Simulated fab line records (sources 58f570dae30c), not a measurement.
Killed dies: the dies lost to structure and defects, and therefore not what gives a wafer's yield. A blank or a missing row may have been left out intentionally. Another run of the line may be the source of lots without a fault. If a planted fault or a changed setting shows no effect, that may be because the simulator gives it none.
Split-lot study / flow berkeley_cmos170 / 23 wafers read from 5 lots, route of 331 steps

## ON THE SPLIT
At UCB170_M3_COAT_10 (resist thk 900 nm), the setting resist_thk_nm was moved away from the recipe's 900 nm on 10 of the 23 wafers read, by -6.0% to +4.3%. For the rest of the wafers, this setting stayed at what the recipe calls for.

## FROM THE SPLIT TO THE READING: what the file shows between them, 4 steps
- UCB170_M3_SOFTBAKE_11: time 60 s
- UCB170_M3_EXPOSE_12: exposes mask METAL3, target cd 700 nm
- UCB170_M3_ETCH_17: etches BARC in N2/H2
- UCB170_M3_METAL_ETCH_18: etches Al in Cl2/BCl3, stops on SiO2, target depth 1170 nm, time 195 s

## THE READING
oes_product_au, in a.u., at UCB170_M3_STRIP_19 (strips in O2). On this fab line, fault-free wafers typically give 0.549 a.u. with a standard deviation of 0.014 a.u.

wafer=L077.1; tool, chamber at the split=litho_track-01, 0; resist_thk_nm as run, nm=900; against the recipe=recipe; oes_product_au, a.u.=0.545; against lot-mates on the recipe=-
wafer=L077.2; tool, chamber at the split=litho_track-01, 0; resist_thk_nm as run, nm=864.8; against the recipe=-3.9%; oes_product_au, a.u.=0.516; against lot-mates on the recipe=-0.033
wafer=L077.3; tool, chamber at the split=litho_track-01, 0; resist_thk_nm as run, nm=864.8; against the recipe=-3.9%; oes_product_au, a.u.=0.504; against lot-mates on the recipe=-0.045
wafer=L077.4; tool, chamber at the split=litho_track-01, 0; resist_thk_nm as run, nm=864.8; against the recipe=-3.9%; oes_product_au, a.u.=0.516; against lot-mates on the recipe=-0.033
wafer=L077.6; tool, chamber at the split=litho_track-01, 0; resist_thk_nm as run, nm=900; against the recipe=recipe; oes_product_au, a.u.=0.553; against lot-mates on the recipe=-
wafer=L080.1; tool, chamber at the split=litho_track-01, 0; resist_thk_nm as run, nm=900; against the recipe=recipe; oes_product_au, a.u.=0.541; against lot-mates on the recipe=-
wafer=L080.2; tool, chamber at the split=litho_track-01, 0; resist_thk_nm as run, nm=900; against the recipe=recipe; oes_product_au, a.u.=0.537; against lot-mates on the recipe=-
wafer=L080.6; tool, chamber at the split=litho_track-01, 0; resist_thk_nm as run, nm=900; against the recipe=recipe; oes_product_au, a.u.=0.552; against lot-mates on the recipe=-
wafer=L082.1; tool, chamber at the split=litho_track-01, 0; resist_thk_nm as run, nm=900; against the recipe=recipe; oes_product_au, a.u.=0.572; against lot-mates on the recipe=-
wafer=L082.3; tool, chamber at the split=litho_track-01, 0; resist_thk_nm as run, nm=846.2; against the recipe=-6.0%; oes_product_au, a.u.=0.509; against lot-mates on the recipe=-0.047
wafer=L082.4; tool, chamber at the split=litho_track-01, 0; resist_thk_nm as run, nm=900; against the recipe=recipe; oes_product_au, a.u.=0.548; against lot-mates on the recipe=-
wafer=L082.5; tool, chamber at the split=litho_track-01, 0; resist_thk_nm as run, nm=846.2; against the recipe=-6.0%; oes_product_au, a.u.=0.518; against lot-mates on the recipe=-0.038
wafer=L082.6; tool, chamber at the split=litho_track-01, 0; resist_thk_nm as run, nm=900; against the recipe=recipe; oes_product_au, a.u.=0.548; against lot-mates on the recipe=-
wafer=L085.1; tool, chamber at the split=litho_track-04, 0; resist_thk_nm as run, nm=900; against the recipe=recipe; oes_product_au, a.u.=0.581; against lot-mates on the recipe=-
wafer=L085.2; tool, chamber at the split=litho_track-04, 0; resist_thk_nm as run, nm=900; against the recipe=recipe; oes_product_au, a.u.=0.556; against lot-mates on the recipe=-
wafer=L085.3; tool, chamber at the split=litho_track-04, 0; resist_thk_nm as run, nm=938.8; against the recipe=+4.3%; oes_product_au, a.u.=0.612; against lot-mates on the recipe=+0.049
wafer=L085.4; tool, chamber at the split=litho_track-04, 0; resist_thk_nm as run, nm=938.8; against the recipe=+4.3%; oes_product_au, a.u.=0.593; against lot-mates on the recipe=+0.030
wafer=L085.6; tool, chamber at the split=litho_track-04, 0; resist_thk_nm as run, nm=900; against the recipe=recipe; oes_product_au, a.u.=0.551; against lot-mates on the recipe=-
wafer=L084.1; tool, chamber at the split=litho_track-03, 0; resist_thk_nm as run, nm=878.5; against the recipe=-2.4%; oes_product_au, a.u.=0.517; against lot-mates on the recipe=-0.023
wafer=L084.2; tool, chamber at the split=litho_track-03, 0; resist_thk_nm as run, nm=878.5; against the recipe=-2.4%; oes_product_au, a.u.=0.510; against lot-mates on the recipe=-0.030
wafer=L084.4; tool, chamber at the split=litho_track-03, 0; resist_thk_nm as run, nm=878.5; against the recipe=-2.4%; oes_product_au, a.u.=0.524; against lot-mates on the recipe=-0.016
wafer=L084.5; tool, chamber at the split=litho_track-03, 0; resist_thk_nm as run, nm=900; against the recipe=recipe; oes_product_au, a.u.=0.543; against lot-mates on the recipe=-
wafer=L084.6; tool, chamber at the split=litho_track-03, 0; resist_thk_nm as run, nm=900; against the recipe=recipe; oes_product_au, a.u.=0.538; against lot-mates on the recipe=-

THE FIT
A straight line over all 23 wafers: oes_product_au changes by +0.0094 a.u. for each +1% of resist_thk_nm; r = +0.88; the points scatter about the line by 0.013 a.u.
The same after taking each lot's own level away (the mean of its wafers on the recipe; 23 wafers): +0.00848 a.u. for each +1%; r = +0.93; scatter 0.009 a.u.
On that fit, the largest move of resist_thk_nm shifts the reading by 0.051 a.u.
From 0.5405 to 0.5627 a.u.: that is the span of the lots' own levels, equal to 1.6 times the standard deviation above.
Thus the slope moves with the lot-to-lot level: the two fits are different.
Check: -0.0516 a.u. against its lot-mates is what the line predicts for one of the wafers moved furthest among these (-6.0%) when that wafer is left out of the fit. Against them it came out at -0.047 a.u.

## OTHER SPLITS APPLIED TO THESE WAFERS
Other splits were also applied to these wafers ahead of the reading. Each is held against what the fit with the lots' levels taken away leaves over:
other split on the same wafers=UCB170_V1_EXPOSE_09 dose_mj; wafers away from the commonest value=9; r with oes_product_au (lot level and that fit taken away)=+0.01
other split on the same wafers=UCB170_M2_COAT_05 resist_thk_nm; wafers away from the commonest value=10; r with oes_product_au (lot level and that fit taken away)=+0.02
other split on the same wafers=UCB170_M2_PEB_13 peb_temp_c; wafers away from the commonest value=11; r with oes_product_au (lot level and that fit taken away)=-0.01
other split on the same wafers=UCB170_M3_SPUTTER_01 time_s; wafers away from the commonest value=9; r with oes_product_au (lot level and that fit taken away)=-0.21

## THE WHOLE CHAIN: every reading that the file lists as answering this split, in the file's order
step=UCB170_M3_COAT_10; what it does=resist thk 900 nm; reading=KrF_of_M3_COAT_10.thk_nm (the simulator's own value, which no gauge read); change (the file's fit)=+8.83 nm for each +1% of the setting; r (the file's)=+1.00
step=UCB170_M3_METAL_ETCH_18; what it does=etches Al in Cl2/BCl3, stops on SiO2, target depth 1170 nm, time 195 s; reading=KrF_of_M3_COAT_10.thk_nm (the simulator's own value, which no gauge read); change (the file's fit)=+7.27 nm for each +1% of the setting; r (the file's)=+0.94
step=UCB170_M3_STRIP_19; what it does=strips in O2; reading=oes_product_au; change (the file's fit)=+0.00835 a.u. for each +1% of the setting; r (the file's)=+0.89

## FILE'S OWN FIT
oes_product_au changes by +0.00835 a.u. for each +1% of resist_thk_nm, r = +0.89.
